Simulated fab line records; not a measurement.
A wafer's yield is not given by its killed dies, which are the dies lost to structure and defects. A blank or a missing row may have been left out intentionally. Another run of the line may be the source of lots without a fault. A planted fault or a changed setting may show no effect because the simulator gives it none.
Split-lot study / flow rit-cmos / 27 wafers read from 5 lots, route of 202 steps

## THE SPLIT
At RIT_M1_DEVELOP_08 (develop time 68 s), the setting develop-time-s was moved away from the recipe's 68 s on 9 of the 27 wafers read, by +26.5% to +52.9%. This setting was run at the recipe's value on the other wafers.

## FROM THE SPLIT TO THE READING: what the file shows between them, 5 steps
- RIT_M1_CD_MEAS_09: target cd 2600 nm
- RIT_M1_HARDBAKE_11: time 120 s
- RIT_M1_METAL_ETCH_12: etches Al in Cl2/BCl3, stops on SiO2, time 165 s, target depth 600 nm
- RIT_M1_STRIP_13: strips in nmp, time 600 s
- RIT_M1_STRIP_14: strips in O2, time 180 s

## THE READING
At RIT_M1_CD_MEAS_90: cd-nm in nanometres, against a target cd of 2600 nm. A value of 2599 nm with a standard deviation of 3.3 nm is what fault-free wafers of this fab line usually give.

wafer=L076.1; tool, chamber at the split=litho-track-02, 0; develop-time-s as run, s=85.99; against the recipe=+26.5%; cd-nm, nm=2580; against lot-mates on the recipe=-17
wafer=L076.2; tool, chamber at the split=litho-track-02, 0; develop-time-s as run, s=68; against the recipe=recipe; cd-nm, nm=2596; against lot-mates on the recipe=-
wafer=L076.3; tool, chamber at the split=litho-track-02, 0; develop-time-s as run, s=68; against the recipe=recipe; cd-nm, nm=2598; against lot-mates on the recipe=-
wafer=L076.4; tool, chamber at the split=litho-track-02, 0; develop-time-s as run, s=68; against the recipe=recipe; cd-nm, nm=2598; against lot-mates on the recipe=-
wafer=L076.5; tool, chamber at the split=litho-track-02, 0; develop-time-s as run, s=85.99; against the recipe=+26.5%; cd-nm, nm=2576; against lot-mates on the recipe=-21
wafer=L076.6; tool, chamber at the split=litho-track-02, 0; develop-time-s as run, s=85.99; against the recipe=+26.5%; cd-nm, nm=2576; against lot-mates on the recipe=-21
wafer=L078.1; tool, chamber at the split=litho-track-01, 0; develop-time-s as run, s=94.92; against the recipe=+39.6%; cd-nm, nm=2571; against lot-mates on the recipe=-28
wafer=L078.2; tool, chamber at the split=litho-track-01, 0; develop-time-s as run, s=68; against the recipe=recipe; cd-nm, nm=2599; against lot-mates on the recipe=-
wafer=L078.3; tool, chamber at the split=litho-track-01, 0; develop-time-s as run, s=94.92; against the recipe=+39.6%; cd-nm, nm=2571; against lot-mates on the recipe=-28
wafer=L078.4; tool, chamber at the split=litho-track-01, 0; develop-time-s as run, s=68; against the recipe=recipe; cd-nm, nm=2599; against lot-mates on the recipe=-
wafer=L078.5; tool, chamber at the split=litho-track-01, 0; develop-time-s as run, s=68; against the recipe=recipe; cd-nm, nm=2599; against lot-mates on the recipe=-
wafer=L078.6; tool, chamber at the split=litho-track-01, 0; develop-time-s as run, s=94.92; against the recipe=+39.6%; cd-nm, nm=2571; against lot-mates on the recipe=-28
wafer=L079.1; tool, chamber at the split=litho-track-04, 0; develop-time-s as run, s=68; against the recipe=recipe; cd-nm, nm=2598; against lot-mates on the recipe=-
wafer=L079.2; tool, chamber at the split=litho-track-04, 0; develop-time-s as run, s=104; against the recipe=+52.9%; cd-nm, nm=2557; against lot-mates on the recipe=-43
wafer=L079.3; tool, chamber at the split=litho-track-04, 0; develop-time-s as run, s=68; against the recipe=recipe; cd-nm, nm=2602; against lot-mates on the recipe=-
wafer=L079.4; tool, chamber at the split=litho-track-04, 0; develop-time-s as run, s=104; against the recipe=+52.9%; cd-nm, nm=2558; against lot-mates on the recipe=-42
wafer=L079.5; tool, chamber at the split=litho-track-04, 0; develop-time-s as run, s=68; against the recipe=recipe; cd-nm, nm=2599; against lot-mates on the recipe=-
wafer=L079.6; tool, chamber at the split=litho-track-04, 0; develop-time-s as run, s=104; against the recipe=+52.9%; cd-nm, nm=2560; against lot-mates on the recipe=-40
wafer=L080.1; tool, chamber at the split=litho-track-01, 0; develop-time-s as run, s=68; against the recipe=recipe; cd-nm, nm=2604; against lot-mates on the recipe=-
wafer=L080.2; tool, chamber at the split=litho-track-01, 0; develop-time-s as run, s=68; against the recipe=recipe; cd-nm, nm=2593; against lot-mates on the recipe=-
wafer=L080.3; tool, chamber at the split=litho-track-01, 0; develop-time-s as run, s=68; against the recipe=recipe; cd-nm, nm=2604; against lot-mates on the recipe=-
wafer=L080.4; tool, chamber at the split=litho-track-01, 0; develop-time-s as run, s=68; against the recipe=recipe; cd-nm, nm=2595; against lot-mates on the recipe=-
wafer=L080.5; tool, chamber at the split=litho-track-01, 0; develop-time-s as run, s=68; against the recipe=recipe; cd-nm, nm=2602; against lot-mates on the recipe=-
wafer=L080.6; tool, chamber at the split=litho-track-01, 0; develop-time-s as run, s=68; against the recipe=recipe; cd-nm, nm=2597; against lot-mates on the recipe=-
wafer=L085.1; tool, chamber at the split=litho-track-02, 0; develop-time-s as run, s=68; against the recipe=recipe; cd-nm, nm=2603; against lot-mates on the recipe=-
wafer=L085.3; tool, chamber at the split=litho-track-02, 0; develop-time-s as run, s=68; against the recipe=recipe; cd-nm, nm=2600; against lot-mates on the recipe=-
wafer=L085.4; tool, chamber at the split=litho-track-02, 0; develop-time-s as run, s=68; against the recipe=recipe; cd-nm, nm=2602; against lot-mates on the recipe=-

FIT RESULTS
A straight line over all 27 wafers: cd-nm changes by -0.763 nm for each +1% of develop-time-s; r = -0.98; the points scatter about the line by 2.8 nm.
The same after taking each lot's own level away (the mean of its wafers on the recipe; 27 wafers): -0.756 nm for each +1%; r = -0.99; scatter 2.5 nm.
On that fit, the largest move of develop-time-s shifts the reading by 40 nm.
The span of the lots' own levels, 2597.3 to 2601.7 nm, comes to 1.3 times the standard deviation stated above.
Hence the lot-to-lot level has little effect on the slope; both slopes agree.
Check: -39.3 nm against its lot-mates is what the line predicts for one of the wafers moved furthest among these (+52.9%) when that wafer is left out of the fit. Against them it came out at -42.7 nm.

## THE WHOLE CHAIN: every reading that the file lists as answering this split, in the file's order
step=RIT_M1_CD_MEAS_09; what it does=target cd 2600 nm; reading=cd-nm; change (the file's fit)=-0.731 nm for each +1% of the setting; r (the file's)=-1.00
step=RIT_M1_METAL_ETCH_12; what it does=etches Al in Cl2/BCl3, stops on SiO2, time 165 s, target depth 600 nm; reading=M1.cd-nm (the simulator's own value, which no gauge read); change (the file's fit)=-0.754 nm for each +1% of the setting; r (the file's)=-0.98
step=RIT_M1_CD_MEAS_90; what it does=target cd 2600 nm; reading=cd-nm; change (the file's fit)=-0.754 nm for each +1% of the setting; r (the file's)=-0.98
step=RIT_M1_PROBE_99; what it does=; reading=etest.m1.width-nm (the simulator's own value, which no gauge read); change (the file's fit)=-0.712 nm for each +1% of the setting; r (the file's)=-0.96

## THE FILE'S OWN FIT
cd-nm changes by -0.754 nm for each +1% of develop-time-s, r = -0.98.
